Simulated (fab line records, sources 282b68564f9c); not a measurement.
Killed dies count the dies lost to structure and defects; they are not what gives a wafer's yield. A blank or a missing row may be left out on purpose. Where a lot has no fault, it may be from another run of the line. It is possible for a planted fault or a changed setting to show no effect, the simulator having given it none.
The tool behind it: which one? | flow ritCmos | Sampling: 14 lots, 42 wafers, 6 of 202 route steps

WHAT THE GAUGES SHOWED, per wafer
RIT_NWELL_OVL_MEAS_06.
lot  | measured    | on         | NWELL_OVL (nm)
L831 | day 1 20:45 | overlay-01 | 3.1 2.5 3.2
L832 | day 2 03:25 | overlay-01 | 3.1 1.2 1.0
L833 | day 2 07:09 | overlay-02 | 0.2 -0.8 -0.1
L834 | day 2 13:51 | overlay-01 | 2.8 1.9 2.6
L835 | day 2 16:29 | overlay-01 | 1.0 0.6 0.2
L837 | day 3 03:35 | overlay-02 | -1.4 -0.3 -1.1
L838 | day 3 07:36 | overlay-02 | -1.9 -1.6 -0.3
L839 | day 3 12:23 | overlay-02 | -1.1 -1.4 0.6
L840 | day 3 18:06 | overlay-01 | - - -
L841 | day 3 22:22 | overlay-02 | - - -
L842 | day 4 04:08 | overlay-02 | 1.8 2.7 0.0
L852 | day 6 05:55 | overlay-01 | -0.6 -0.1 0.0
L853 | day 6 10:22 | overlay-02 | 0.8 1.2 2.6
L854 | day 6 16:50 | overlay-02 | 1.4 0.7 0.1

RIT_PWELL_OVL_MEAS_06.
lot  | measured    | on         | PWELL_OVL (nm)
L831 | day 1 22:26 | overlay-02 | -1.9 -0.9 -2.8
L832 | day 2 04:59 | overlay-01 | 1.7 -1.5 0.8
L833 | day 2 08:50 | overlay-01 | 0.2 -0.3 1.3
L834 | day 2 15:31 | overlay-01 | 1.1 -0.3 0.2
L835 | day 2 18:02 | overlay-01 | 2.8 1.8 2.5
L837 | day 3 05:08 | overlay-02 | 0.0 0.0 0.5
L838 | day 3 09:17 | overlay-01 | -2.1 -2.0 -1.7
L839 | day 3 14:05 | overlay-02 | -0.6 0.4 0.3
L840 | day 3 19:39 | overlay-01 | -1.2 -0.8 -2.0
L841 | day 3 23:55 | overlay-02 | -0.5 0.5 -0.8
L842 | day 4 05:52 | overlay-01 | 1.6 0.6 0.3
L852 | day 6 07:32 | overlay-01 | -0.3 1.1 0.3
L853 | day 6 12:05 | overlay-02 | -1.1 -1.3 0.0
L854 | day 6 18:23 | overlay-02 | 0.1 -0.9 -0.2

RIT_PWELL_TW_MEAS_10.
lot  | measured    | on           | PWELL_TW
L831 | day 1 23:02 | filmMetro-02 | 960 956 957
L832 | day 2 05:35 | filmMetro-04 | 962 955 958
L833 | day 2 09:26 | filmMetro-02 | 958 960 962
L834 | day 2 16:18 | filmMetro-02 | 962 963 958
L835 | day 2 18:39 | filmMetro-04 | 954 953 960
L837 | day 3 05:44 | filmMetro-04 | 957 956 950
L838 | day 3 09:54 | filmMetro-02 | 964 961 964
L839 | day 3 14:42 | filmMetro-04 | 957 958 955
L840 | day 3 20:17 | filmMetro-02 | 2208 2222 2215
L841 | day 4 00:31 | filmMetro-03 | 2227 2218 2222
L842 | day 4 06:29 | filmMetro-04 | 957 961 956
L852 | day 6 08:09 | filmMetro-03 | 963 960 964
L853 | day 6 12:42 | filmMetro-02 | 953 952 951
L854 | day 6 19:00 | filmMetro-02 | 959 959 957

RIT_NRETRO_OVL_MEAS_06.
lot  | measured    | on         | NRETRO_OVL (nm)
L831 | day 2 06:12 | overlay-01 | -1.0 -1.8 -1.2
L832 | day 2 11:59 | overlay-01 | 0.7 -1.0 -1.8
L833 | day 2 16:12 | overlay-02 | -4.5 -4.8 -4.2
L834 | day 3 00:01 | overlay-02 | -1.5 -2.2 -2.2
L835 | day 3 01:11 | overlay-02 | -0.1 -1.2 -1.1
L837 | day 3 12:09 | overlay-01 | -0.3 -2.0 -1.9
L838 | day 3 16:35 | overlay-01 | -3.6 -2.1 -2.4
L839 | day 3 21:05 | overlay-01 | -0.6 -0.2 0.0
L840 | day 4 02:40 | overlay-02 | -2.4 -2.3 -2.8
L841 | day 4 06:55 | overlay-01 | -0.2 -0.8 0.3
L842 | day 4 12:45 | overlay-01 | 1.0 0.1 0.7
L852 | day 6 14:34 | overlay-02 | -2.3 -0.7 -1.9
L853 | day 6 19:05 | overlay-02 | 0.1 0.4 0.6
L854 | day 7 01:28 | overlay-02 | 1.1 0.1 -0.2

RIT_M1_RS_MEAS_01: measurement is done with a four-point probe.
lot  | measured    | on           | M1_AL_RS (ohm/sq)
L831 | day 3 06:46 | filmMetro-01 | 0.0719 0.0723 0.0720
L832 | day 3 11:20 | filmMetro-02 | 0.0730 0.0730 0.0732
L833 | day 3 16:28 | filmMetro-02 | 0.0720 0.0718 0.0728
L834 | day 4 00:20 | filmMetro-04 | 0.0732 0.0737 0.0738
L835 | day 4 02:20 | filmMetro-02 | 0.0712 0.0715 0.0714
L837 | day 4 11:46 | filmMetro-02 | 0.0718 0.0712 0.0720
L838 | day 4 15:50 | filmMetro-01 | 0.0736 0.0732 0.0730
L839 | day 4 21:22 | filmMetro-04 | 0.0717 0.0724 0.0722
L840 | day 5 03:45 | filmMetro-04 | 0.0738 0.0730 0.0734
L841 | day 5 06:53 | filmMetro-01 | 0.0721 0.0729 0.0725
L842 | day 5 11:48 | filmMetro-01 | 0.0741 0.0735 0.0742
L852 | day 7 14:26 | filmMetro-01 | 0.0737 0.0742 0.0736
L853 | day 7 18:02 | filmMetro-04 | 0.0741 0.0740 0.0746
L854 | day 8 01:48 | filmMetro-04 | 0.0722 0.0729 0.0723

EACH LOT AND THE TOOL THAT RAN IT (in order: tool; ch and the chambers of the sampled wafers; start)
lot  | RIT_NWELL_COAT_01
L831 | lithoTrack-01 ch 0, day 1 19:54
L832 | lithoTrack-02 ch 0, day 2 02:33
L833 | lithoTrack-04 ch 0, day 2 06:26
L834 | lithoTrack-01 ch 0, day 2 12:59
L835 | lithoTrack-04 ch 0, day 2 15:38
L837 | lithoTrack-01 ch 0, day 3 02:44
L838 | lithoTrack-04 ch 0, day 3 06:55
L839 | lithoTrack-04 ch 0, day 3 11:31
L840 | lithoTrack-04, day 3 17:22
L841 | lithoTrack-01, day 3 21:39
L842 | lithoTrack-02 ch 0, day 4 03:17
L852 | lithoTrack-04 ch 0, day 6 05:11
L853 | lithoTrack-04 ch 0, day 6 09:31
L854 | lithoTrack-04 ch 0, day 6 15:53
- RIT_NWELL_COAT_01: resist thk 1300 nm.

WHAT THE TOOLS THEMSELVES READ (means of the sampled wafers that have a number; where no wafer has one, the mark that the record gives instead)
RIT_NWELL_COAT_01.
lot  | tool          | chillPlateTempC (C) | dispensePressureKPa (kPa)
L831 | lithoTrack-01 | 23.20               | 50.6
L832 | lithoTrack-02 | 23.03               | 50.3
L833 | lithoTrack-04 | 22.77               | 49.3
L834 | lithoTrack-01 | 22.91               | 50.6
L835 | lithoTrack-04 | 23.02               | 49.4
L837 | lithoTrack-01 | 22.87               | 50.6
L838 | lithoTrack-04 | 23.10               | 49.4
L839 | lithoTrack-04 | 23.06               | 49.4
L840 | lithoTrack-04 | -                   | -
L841 | lithoTrack-01 | -                   | -
L842 | lithoTrack-02 | 23.03               | 50.2
L852 | lithoTrack-04 | 23.08               | 49.4
L853 | lithoTrack-04 | 23.12               | 49.4
L854 | lithoTrack-04 | 23.10               | 49.4

THE ANSWER, worked out from the rows above alone
Rule: the lots themselves supply what counts as usual. Put in order of their means at a reading, lots are off if they are a third of the lots or fewer, leave a main group of 4 or more, and stand apart from it by a gap of 3 or more times the standard deviation of the main group's means; of several such gaps the widest counts. The tables above print the reading to a certain number of digits; a main group whose means all agree to those digits is not used. Also off: a lot with no number at a reading for which 4 or more lots have one. Any other lot the step has rows for is counted as sound. First the gauges in route order, then the tools' own readings, where a lot's mean is used as printed above. The first step at which some lot is off is used, and at that step the reading that is off furthest; a lot without a number counts as furthest.
Off: L840, L841, seen at RIT_NWELL_OVL_MEAS_06 (NWELL_OVL). Without a number there: L840, L841. The main group has a mean of 0.7 nm with a standard deviation of 1.3.
A tool fits if, at a process step before that reading, it ran every lot that is off, and no sound lot after the first of them. The gauges at RIT_NWELL_OVL_MEAS_06 aren't tried: what is off there is off at RIT_PWELL_TW_MEAS_10 too, on other tools, and a gauge's error can't cause that. Not one of the candidates tried fits.

WHAT WAS PUT IN BY THE SIMULATOR
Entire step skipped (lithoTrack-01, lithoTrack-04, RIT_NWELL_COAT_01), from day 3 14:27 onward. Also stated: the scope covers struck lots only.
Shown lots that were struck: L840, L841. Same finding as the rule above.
